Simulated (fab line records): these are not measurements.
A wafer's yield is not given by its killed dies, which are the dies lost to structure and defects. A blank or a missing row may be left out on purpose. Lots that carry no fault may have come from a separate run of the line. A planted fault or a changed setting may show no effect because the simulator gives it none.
fab line records | flow ritCmos
record lots=6 | wafers=18 | lastDay=6
route steps=202 shown M1@184
lots that met no fault: taken from a fault-free run of the same line
startH: hours from the record's first day to the start of the lot's first wafer shown | waitH: time in hours since the lot's previous step | " identical to the entry in the row above | L1.1+2: a single row standing in for several wafers | - value missing, or start not given | * or withheld: withheld | < > ~ a bound
route shown NAME@n: names a module that has steps shown in the file, with the first one's number in the route | usual: mean/standard deviation taken from wafers without a fault | same: alike in all rows | chamber/n: place in a boat | sites: readings site by site | _std_site: their standard deviation | _edge_site: mean of outer sites minus mean of inner sites | radiusMm: how far each site lies from the wafer's centre | mask NAME#n: copy n | behind: the most recent tool/chamber to have shaped the wafer | hold: cause of the lot's hold/its duration in hours/its outcome | device: transistor that didn't switch, given as n, p or np | end of line: the tests these same wafers got at the end of their route | for a step that has no rows: nothing shown but its recipe | killed: dies that structure and defects cost at the first sort, which is not the same as the wafer's yield | map: a wafer's dies, x killed, . not, _ none there
set.NAME: the setting as run; set.NAME@STEP: as run at that earlier step | model.NAME: the simulator's own value behind a step, which no gauge read
lots at selected steps of the route; one table per step, one row per wafer
services: the hour from which a tool's chamber was out of use, counted from the record's first day as startH (under 0 if before that day), plus the number of hours and why
## steps
# step RIT_M1_SPUTTER_00
# recipe material=Al | targetThkNm=400 | powerW=2000 | chamberPressurePa=0.4 | gas=Ar | timeS=500 | substrateTempC=25
# usual throttleValvePct=30.5/1
lot.wafer | tool          | chamber | startH | waitH | throttleValvePct
L894.2    | pvdSputter-04 | -       | 63.44  | 0.0   | 29.1
L894.3    | "             | -       | "      | "     | 30.7
L894.5    | "             | -       | "      | "     | 30.5
L896.3    | pvdSputter-04 | -       | 74.54  | 0.0   | 30.4
L896.4    | "             | -       | "      | "     | 29.6
L896.5    | "             | -       | "      | "     | 29.5
L903.1    | pvdSputter-03 | -       | 109.07 | 0.0   | 30.3
L903.3    | "             | -       | "      | "     | 30.7
L903.5    | "             | -       | "      | "     | 30.4
L906.1    | pvdSputter-01 | -       | 124.89 | 0.0   | 31.5
L906.4    | "             | -       | "      | "     | 31.9
L906.5    | "             | -       | "      | "     | 29.1
L908.4    | pvdSputter-01 | -       | 133.79 | 0.0   | 31.3
L908.5    | "             | -       | "      | "     | 29.3
L908.6    | "             | -       | "      | "     | 31.8
L911.1    | pvdSputter-03 | -       | 147.40 | 0.0   | 30.3
L911.2    | "             | -       | "      | "     | 29.2
L911.3    | "             | -       | "      | "     | 30.8
# step RIT_M1_RS_MEAS_01
# recipe thkMeasGauge=four-point-probe | reads=Al_of_M1_SPUTTER_00
# usual M1_AL_RS=0.0734/0.00078
lot.wafer | tool         | chamber | startH | waitH | M1_AL_RS[ohm/sq]
L894.2    | filmMetro-02 | -       | 63.75  | 0.2   | 0.0732
L894.3    | "            | -       | "      | "     | 0.0732
L894.5    | "            | -       | "      | "     | 0.0737
L896.3    | filmMetro-04 | -       | 74.87  | 0.2   | 0.0728
L896.4    | "            | -       | "      | "     | 0.0728
L896.5    | "            | -       | "      | "     | 0.0725
L903.1    | filmMetro-01 | -       | 109.36 | 0.1   | 0.0749
L903.3    | "            | -       | "      | "     | 0.0742
L903.5    | "            | -       | "      | "     | 0.0746
L906.1    | filmMetro-04 | -       | 125.18 | 0.1   | 0.0738
L906.4    | "            | -       | "      | "     | 0.0742
L906.5    | "            | -       | "      | "     | 0.0742
L908.4    | filmMetro-02 | -       | 134.14 | 0.2   | 0.0735
L908.5    | "            | -       | "      | "     | 0.0728
L908.6    | "            | -       | "      | "     | 0.0726
L911.1    | filmMetro-01 | -       | 147.69 | 0.1   | 0.0744
L911.2    | "            | -       | "      | "     | 0.0733
L911.3    | "            | -       | "      | "     | 0.0744
# step RIT_M1_THK_MEAS_02
# recipe thkMeasGauge=xrf | reads=Al_of_M1_SPUTTER_00
# usual M1_AL_THK=399/4.5
lot.wafer | tool         | chamber | startH | waitH | M1_AL_THK[nm]
L894.2    | filmMetro-02 | -       | 63.86  | 0.1   | 399
L894.3    | "            | -       | "      | "     | 397
L894.5    | "            | -       | "      | "     | 395
L896.3    | filmMetro-04 | -       | 74.97  | 0.1   | 404
L896.4    | "            | -       | "      | "     | 402
L896.5    | "            | -       | "      | "     | 405
L903.1    | filmMetro-01 | -       | 109.48 | 0.1   | 393
L903.3    | "            | -       | "      | "     | 394
L903.5    | "            | -       | "      | "     | 392
L906.1    | filmMetro-04 | -       | 125.30 | 0.1   | 397
L906.4    | "            | -       | "      | "     | 395
L906.5    | "            | -       | "      | "     | 395
L908.4    | filmMetro-02 | -       | 134.23 | 0.1   | 401
L908.5    | "            | -       | "      | "     | 402
L908.6    | "            | -       | "      | "     | 406
L911.1    | filmMetro-01 | -       | 147.81 | 0.1   | 397
L911.2    | "            | -       | "      | "     | 402
L911.3    | "            | -       | "      | "     | 394
# step RIT_M1_HMDS_03
# recipe primeTimeS=60 | primeTempC=140
# step RIT_M1_COAT_04
# recipe resist=NOVOLAK | spinRpm=2000 | resistThkNm=1300
# step RIT_M1_SOFTBAKE_05
# recipe resist=NOVOLAK | tempC=90 | timeS=60
# step RIT_M1_EXPOSE_06
# recipe maskId=M12 | na=0.6 | sourceShape=conventional | sigmaOuter=0.5 | targetCdNm=2600 | doseMj=250
# step RIT_M1_PEB_07
# recipe resist=NOVOLAK | tempC=withheld | timeS=withheld
# step RIT_M1_DEVELOP_08
# recipe resist=NOVOLAK | developTimeS=68 | devTempC=23
# step RIT_M1_CD_MEAS_09
# recipe targetCdNm=2600
# usual cdNm=2601.0/2.1
lot.wafer | tool     | chamber | startH | waitH | cdNm
L894.2    | cdSem-01 | -       | 65.05  | -     | 2602.1
L894.3    | "        | -       | "      | "     | 2604.7
L894.5    | "        | -       | "      | "     | 2605.3
L896.3    | cdSem-01 | -       | 75.93  | -     | 2596.4
L896.4    | "        | -       | "      | "     | 2598.9
L896.5    | "        | -       | "      | "     | 2599.6
L903.1    | cdSem-01 | -       | 110.55 | -     | 2600.9
L903.3    | "        | -       | "      | "     | 2602.8
L903.5    | "        | -       | "      | "     | 2601.4
L906.1    | cdSem-01 | -       | 126.24 | -     | 2605.9
L906.4    | "        | -       | "      | "     | 2604.7
L906.5    | "        | -       | "      | "     | 2603.5
L908.4    | cdSem-01 | -       | 135.37 | -     | 2602.3
L908.5    | "        | -       | "      | "     | 2601.2
L908.6    | "        | -       | "      | "     | 2601.9
L911.1    | cdSem-01 | -       | 148.75 | -     | 2602.5
L911.2    | "        | -       | "      | "     | 2602.5
L911.3    | "        | -       | "      | "     | 2601.3
# step RIT_M1_OVL_MEAS_10
# usual M1_OVL=-0.1/1.5
lot.wafer | tool       | chamber | startH | waitH | M1_OVL[nm]
L894.2    | overlay-01 | -       | 65.15  | 0.1   | -3.2
L894.3    | "          | -       | "      | "     | -2.5
L894.5    | "          | -       | "      | "     | -2.6
L896.3    | overlay-02 | -       | 76.02  | 0.1   | -1.0
L896.4    | "          | -       | "      | "     | 0.5
L896.5    | "          | -       | "      | "     | 1.2
L903.1    | overlay-02 | -       | 110.67 | 0.1   | 1.1
L903.3    | "          | -       | "      | "     | -0.8
L903.5    | "          | -       | "      | "     | 2.9
L906.1    | overlay-02 | -       | 126.36 | 0.1   | -1.1
L906.4    | "          | -       | "      | "     | -1.4
L906.5    | "          | -       | "      | "     | -0.9
L908.4    | overlay-02 | -       | 135.45 | 0.1   | 2.2
L908.5    | "          | -       | "      | "     | -0.9
L908.6    | "          | -       | "      | "     | -1.4
L911.1    | overlay-02 | -       | 148.87 | 0.1   | 0.9
L911.2    | "          | -       | "      | "     | -0.6
L911.3    | "          | -       | "      | "     | -1.1
# step RIT_M1_HARDBAKE_11
# recipe resist=NOVOLAK | tempC=140 | timeS=120
# step RIT_M1_METAL_ETCH_12
# recipe stopOn=SiO2 | chemistry=Cl2/BCl3 | target=Al | timeS=165 | overEtchFrac=0.5 | pressureMtorr=100 | targetDepthA=6000 | rfW=250 | Cl2_flow_sccm=60 | bcl3FlowSccm=50
# usual drypumpMotorCurrentA=5.6/0.61 | oesProductAu=0.769/0.01 | throttleValvePct=8.32/0.067
lot.wafer | tool        | chamber | startH | waitH | drypumpMotorCurrentA | oesProductAu | rfHoursCounterH | throttleValvePct | model.NOVOLAK_of_M1_COAT_04.thkNm | model.SiO2_of_CONTACT_CVD_00.thkNm | model.M1.featureDepthNm
L894.2    | rieMetal-01 | 1       | 65.43  | 0.2   | 6.7                  | 0.772        | 0.6             | 8.28             | 811.7                             | 360.2                              | 433.4
L894.3    | "           | 0       | "      | "     | 6.3                  | 0.783        | -               | 8.32             | 809.4                             | 361.1                              | 434.1
L894.5    | "           | 1       | "      | "     | 6.7                  | 0.772        | -               | 8.28             | 806.8                             | 364.4                              | 431.5
L896.3    | rieMetal-02 | 1       | 76.35  | 0.2   | 5.5                  | 0.752        | -               | 8.24             | 818                               | 364.5                              | 434.2
L896.4    | "           | 0       | "      | "     | 5.1                  | 0.769        | -               | 8.27             | 813                               | 363.3                              | 434.8
L896.5    | "           | 0       | "      | "     | 5.1                  | 0.774        | -               | 8.27             | 819.4                             | 364.4                              | 436.5
L903.1    | rieMetal-01 | 0       | 111.14 | 0.2   | 6.3                  | 0.773        | 1.1             | 8.31             | 611.5                             | 343                                | 446
L903.3    | "           | 0       | "      | "     | 6.3                  | 0.771        | -               | 8.31             | 610.7                             | 338.5                              | 448.7
L903.5    | "           | 0       | "      | "     | 6.3                  | 0.767        | -               | 8.32             | 612.7                             | 345.5                              | 445.5
L906.1    | rieMetal-01 | 0       | 126.65 | 0.2   | 6.3                  | 0.771        | 1.3             | 8.31             | 618.7                             | 339.4                              | 450.9
L906.4    | "           | 1       | "      | "     | 6.7                  | 0.764        | -               | 8.26             | 816.2                             | 363.5                              | 426.9
L906.5    | "           | 1       | "      | "     | 6.7                  | 0.767        | -               | 8.27             | 817.5                             | 362.2                              | 427.3
L908.4    | rieMetal-02 | 1       | 135.77 | 0.1   | 5.4                  | 0.754        | -               | 8.24             | 812.2                             | 363.8                              | 430.9
L908.5    | "           | 1       | "      | "     | 5.4                  | 0.759        | -               | 8.24             | 814.9                             | 365.8                              | 434.7
L908.6    | "           | 0       | "      | "     | 5.1                  | 0.782        | -               | 8.28             | 810.1                             | 368.5                              | 437
L911.1    | rieMetal-02 | 1       | 149.16 | 0.2   | 5.4                  | 0.749        | 3.8             | 8.26             | 821                               | 350.4                              | 426.2
L911.2    | "           | 0       | "      | "     | 5.1                  | 0.769        | 3.4             | 8.28             | 815                               | 355.6                              | 432.9
L911.3    | "           | 0       | "      | "     | 5.1                  | 0.767        | -               | 8.29             | 819.9                             | 353.5                              | 425.9
# step RIT_M1_STRIP_13
# recipe chemistry=nmp | resist=NOVOLAK | tempC=80 | timeS=600 | dry=n2Spin
# step RIT_M1_STRIP_14
# recipe chemistry=O2 | timeS=180 | platenTempC=withheld | powerW=500 | pressureMtorr=4000 | o2FlowSccm=4000
# usual drypumpMotorCurrentA=5.6/0.33
lot.wafer | tool           | chamber | startH | waitH | drypumpMotorCurrentA | rfHoursCounterH
L894.2    | plasmaAsher-04 | 1       | 65.77  | 0.0   | 5.7                  | 43
L894.3    | "              | 0       | "      | "     | 5.5                  | -
L894.5    | "              | 1       | "      | "     | 5.7                  | -
L896.3    | plasmaAsher-03 | 0       | 76.69  | 0.1   | 6.0                  | -
L896.4    | "              | 1       | "      | "     | 5.4                  | -
L896.5    | "              | 0       | "      | "     | 6.0                  | -
L903.1    | plasmaAsher-04 | 0       | 111.50 | 0.0   | 5.5                  | 47
L903.3    | "              | 1       | "      | "     | 5.8                  | -
L903.5    | "              | 1       | "      | "     | 5.8                  | -
L906.1    | plasmaAsher-03 | 0       | 126.98 | 0.0   | 6.0                  | 1
L906.4    | "              | 1       | "      | "     | 5.4                  | -
L906.5    | "              | 1       | "      | "     | 5.4                  | -
L908.4    | plasmaAsher-02 | 1       | 136.29 | 0.1   | 6.0                  | -
L908.5    | "              | 0       | "      | "     | 5.2                  | -
L908.6    | "              | 1       | "      | "     | 6.0                  | -
L911.1    | plasmaAsher-03 | 0       | 149.49 | 0.0   | 6.1                  | 3
L911.2    | "              | 1       | "      | "     | 5.4                  | 3
L911.3    | "              | 0       | "      | "     | 6.0                  | -
# step RIT_M1_CD_MEAS_90
# recipe targetCdNm=2600
# usual cdNm=2602.0/2.6
lot.wafer | tool     | chamber | startH | waitH | cdNm
L894.2    | cdSem-01 | -       | 65.96  | 0.1   | 2604.9
L894.3    | "        | -       | "      | "     | 2605.6
L894.5    | "        | -       | "      | "     | 2606.4
L896.3    | cdSem-01 | -       | 76.85  | 0.1   | 2598.9
L896.4    | "        | -       | "      | "     | 2598.1
L896.5    | "        | -       | "      | "     | 2599.7
L903.1    | cdSem-01 | -       | 111.67 | 0.1   | 2586.8
L903.3    | "        | -       | "      | "     | 2589.0
L903.5    | "        | -       | "      | "     | 2589.7
L906.1    | cdSem-01 | -       | 127.16 | 0.1   | 2591.5
L906.4    | "        | -       | "      | "     | 2605.6
L906.5    | "        | -       | "      | "     | 2603.5
L908.4    | cdSem-01 | -       | 136.46 | 0.1   | 2604.6
L908.5    | "        | -       | "      | "     | 2603.8
L908.6    | "        | -       | "      | "     | 2601.4
L911.1    | cdSem-01 | -       | 149.67 | 0.1   | 2603.3
L911.2    | "        | -       | "      | "     | 2601.8
L911.3    | "        | -       | "      | "     | 2600.0
# step RIT_M1_ANNEAL_15
# recipe tempC=450 | timeS=1800 | ambient=forming_gas_H2N2
# step RIT_M1_PROBE_99
# usual defectLimitedYield=97.4/1.2 | killedAtFrontEnd=7/3.1 | killedDies=7/3.1 | killedOpen=3.6/2.3 | killedShort=3.2/2 | sort_bin_3_pad_short=0.1/0.22 | sort_bin_5_function=1.5/0.87 | sort_bin_6_memory=0.9/0.64 | sortNPass=257/3.1 | sortYieldPct=97.4/1.2
# same grossDies=264 | killed_at_M0_to_M3=0 | killed_at_M4_up=0 | killedAtBackSide=0 | killedAtContacts=0 | killedAtOther=0
lot.wafer | tool      | chamber | startH | waitH | defectLimitedYield[%] | killedAtFrontEnd | killedDies | killedOpen | killedShort | sort_bin_3_pad_short[%] | sort_bin_5_function[%] | sort_bin_6_memory[%] | sortNPass | sortYieldPct[%] | model.etest.m1.widthNm | model.etest.antennaM1.gateLog10ACm2 | model.etest.antennaM1.vtShiftV
L894.2    | prober-02 | -       | 67.73  | 0.1   | 96.6                  | 9                | 9          | 5          | 4           | 0                       | 1.9                    | 1.5                  | 255       | 96.6            | 2597                   | -6.364                              | -0.01525
L894.3    | prober-02 | -       | 67.78  | 0.2   | 96.2                  | 10               | 10         | 5          | 5           | 0                       | 3.0                    | 0.8                  | 254       | 96.2            | 2607                   | -6.114                              | -0.01361
L894.5    | prober-02 | -       | 67.88  | 0.2   | 97.3                  | 7                | 7          | 4          | 3           | 0                       | 1.1                    | 1.5                  | 257       | 97.3            | 2604                   | -6.173                              | -0.01226
L896.3    | prober-01 | -       | 79.18  | 0.2   | 97.3                  | 7                | 7          | 6          | 1           | 0.4                     | 1.5                    | 0.8                  | 257       | 97.3            | 2593                   | -6.315                              | -0.0126
L896.4    | prober-01 | -       | 79.23  | 0.2   | 96.6                  | 9                | 9          | 7          | 2           | 0                       | 1.9                    | 1.5                  | 255       | 96.6            | 2590                   | -6.338                              | -0.009572
L896.5    | prober-01 | -       | 79.28  | 0.2   | 96.6                  | 9                | 9          | 5          | 4           | 0                       | 1.9                    | 1.5                  | 255       | 96.6            | 2595                   | -6.613                              | -0.008465
L903.1    | prober-02 | -       | 113.41 | 0.1   | 98.9                  | 3                | 3          | 0          | 3           | 0                       | 0.4                    | 0.8                  | 261       | 98.9            | 2583                   | -6.453                              | -0.03068
L903.3    | prober-02 | -       | 113.51 | 0.2   | 97.0                  | 8                | 8          | 4          | 3           | 0                       | 1.5                    | 1.5                  | 256       | 97.0            | 2591                   | -6.492                              | -0.02657
L903.5    | prober-02 | -       | 113.61 | 0.2   | 97.0                  | 8                | 8          | 5          | 3           | 0                       | 1.9                    | 1.1                  | 256       | 97.0            | 2588                   | -5.964                              | -0.02823
L906.1    | prober-01 | -       | 129.85 | 0.1   | 98.5                  | 4                | 4          | 3          | 1           | 0                       | 1.5                    | 0                    | 260       | 98.5            | 2589                   | -6.211                              | -0.03429
L906.4    | prober-01 | -       | 130.00 | 0.2   | 96.6                  | 9                | 9          | 2          | 7           | 0                       | 2.3                    | 1.1                  | 255       | 96.6            | 2605                   | -6.145                              | -0.01675
L906.5    | prober-01 | -       | 130.05 | 0.2   | 97.0                  | 8                | 8          | 5          | 3           | 0.4                     | 0.8                    | 1.9                  | 256       | 97.0            | 2603                   | -6.385                              | -0.01099
L908.4    | prober-01 | -       | 138.29 | 0.2   | 97.0                  | 8                | 8          | 2          | 6           | 0                       | 1.9                    | 1.1                  | 256       | 97.0            | 2610                   | -6.086                              | -0.00925
L908.5    | prober-01 | -       | 138.34 | 0.2   | 96.2                  | 10               | 10         | 5          | 5           | 0                       | 2.7                    | 1.1                  | 254       | 96.2            | 2607                   | -6.235                              | -0.007149
L908.6    | prober-01 | -       | 138.39 | 0.2   | 98.5                  | 4                | 4          | 2          | 2           | 0                       | 1.1                    | 0.4                  | 260       | 98.5            | 2602                   | -6.104                              | -0.01119
L911.1    | prober-02 | -       | 151.41 | 0.1   | 98.1                  | 5                | 5          | 2          | 3           | 0                       | 1.9                    | 0                    | 259       | 98.1            | 2604                   | -5.543                              | -0.007714
L911.2    | prober-02 | -       | 151.46 | 0.1   | 97.3                  | 7                | 7          | 2          | 5           | 0                       | 1.5                    | 1.1                  | 257       | 97.3            | 2607                   | -5.587                              | -0.01632
L911.3    | prober-02 | -       | 151.51 | 0.2   | 97.3                  | 7                | 7          | 3          | 4           | 0                       | 2.3                    | 0.4                  | 257       | 97.3            | 2589                   | -5.528                              | -0.01128
# killed by level:class
L894.2 GATE:geometricParticle:open=3 GATE:geometricParticle:short=3 FOX1:geometricParticle:short=1 FOX2:geometricParticle:open=1 REOX:geometricParticle:open=1
L894.3 GATE:geometricParticle:short=3 FOX1:geometricParticle:short=2 GATE:geometricParticle:open=2 REOX:geometricParticle:open=1 SPACER:geometricParticle:open=1 SILICIDE:geometricParticle:open=1
L894.5 GATE:geometricParticle:short=2 SPACER:geometricParticle:open=2 GATE:geometricParticle:open=1 REOX:geometricParticle:open=1 SPACER:geometricParticle:short=1
L896.3 REOX:geometricParticle:open=2 SPACER:geometricParticle:open=2 FOX1:geometricParticle:open=1 GATE:geometricParticle:short=1 GATE:geometricParticle:open=1
L896.4 GATE:geometricParticle:open=4 REOX:geometricParticle:open=2 FOX2:geometricParticle:open=1 FOX2:geometricParticle:short=1 REOX:geometricParticle:short=1
L896.5 REOX:geometricParticle:short=2 REOX:geometricParticle:open=2 FOX2:geometricParticle:open=1 GATE:geometricParticle:open=1 GATE:geometricParticle:short=1 SILICIDE:geometricParticle:open=1 SILICIDE:geometricParticle:short=1
L903.1 GATE:geometricParticle:short=2 REOX:geometricParticle:short=1
L903.3 GATE:geometricParticle:short=2 GATE:geometricParticle:open=2 FOX1:geometricParticle:open=1 FOX2:geometricParticle:open=1 SILICIDE:geometricParticle:short=1 PRETRO:coatMicrobubblePrinted=1
L903.5 GATE:geometricParticle:open=3 SILICIDE:geometricParticle:short=3 SILICIDE:geometricParticle:open=2
L906.1 GATE:geometricParticle:open=3 FOX2:geometricParticle:short=1
L906.4 GATE:geometricParticle:short=3 SILICIDE:geometricParticle:short=3 SILICIDE:geometricParticle:open=2 SPACER:geometricParticle:short=1
L906.5 GATE:geometricParticle:open=3 GATE:geometricParticle:short=2 REOX:geometricParticle:open=1 SPACER:geometricParticle:short=1 SILICIDE:geometricParticle:open=1
L908.4 REOX:geometricParticle:short=2 FOX1:geometricParticle:short=1 FOX2:geometricParticle:open=1 FOX2:geometricParticle:short=1 GATE:geometricParticle:open=1 GATE:geometricParticle:short=1 SILICIDE:geometricParticle:short=1
L908.5 REOX:geometricParticle:short=3 FOX1:geometricParticle:open=1 FOX2:geometricParticle:short=1 FOX2:geometricParticle:open=1 GATE:geometricParticle:open=1 REOX:geometricParticle:open=1 SILICIDE:geometricParticle:short=1 SILICIDE:geometricParticle:open=1
L908.6 FOX1:geometricParticle:short=1 FOX2:geometricParticle:open=1 GATE:geometricParticle:open=1 REOX:geometricParticle:short=1
L911.1 GATE:geometricParticle:short=2 SILICIDE:geometricParticle:open=2 FOX1:geometricParticle:short=1
L911.2 GATE:geometricParticle:short=2 GATE:geometricParticle:open=2 FOX2:geometricParticle:short=1 REOX:geometricParticle:short=1 SPACER:geometricParticle:short=1
L911.3 GATE:geometricParticle:short=2 FOX2:geometricParticle:short=1 FOX2:geometricParticle:open=1 GATE:geometricParticle:open=1 SILICIDE:geometricParticle:open=1 SILICIDE:geometricParticle:short=1
## services
tool           | chamber | startH | hours | kind
rieMetal-02    | 1       | 52.50  | 5.2   | repair
pvdSputter-04  | -       | 54.55  | 1.0   | repair
plasmaAsher-03 | -       | 108.75 | 9.0   | pm
plasmaAsher-03 | 0       | 108.75 | 9.0   | ventCycle
plasmaAsher-03 | 1       | 108.75 | 9.0   | ventCycle
pvdSputter-03  | -       | 110.27 | 1.6   | repair
plasmaAsher-03 | 0       | 117.75 | -     | clean
plasmaAsher-03 | 1       | 117.75 | -     | clean
rieMetal-01    | -       | 125.85 | 0.5   | repair
pvdSputter-01  | -       | 126.03 | 1.9   | repair
rieMetal-01    | -       | 141.85 | 2.8   | pm
## key
firstSign step=RIT_M1_CD_MEAS_90 | reading=cdNm | direction=down | sigmas=5 | usual=2602.0 | struck=2589.2
effect none on later readings
modelEffect step=RIT_M1_METAL_ETCH_12 | value=NOVOLAK_of_M1_COAT_04.thkNm | without=806.5 | struck=613.4
modelEffect step=RIT_M1_PROBE_99 | value=etest.m1.widthNm | without=2602 | struck=2588
metAt RIT_M1_METAL_ETCH_12
struckWafers L903.1,L903.3,L903.5,L906.1
onsetBetween 65.43 111.14
fault kind=processParameterDrift | tool=rieMetal-01 | chamber=0 | onsetH=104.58 | steps=RIT_M1_METAL_ETCH_12 | channel=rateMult | offset=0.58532 | shape=step | endH=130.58
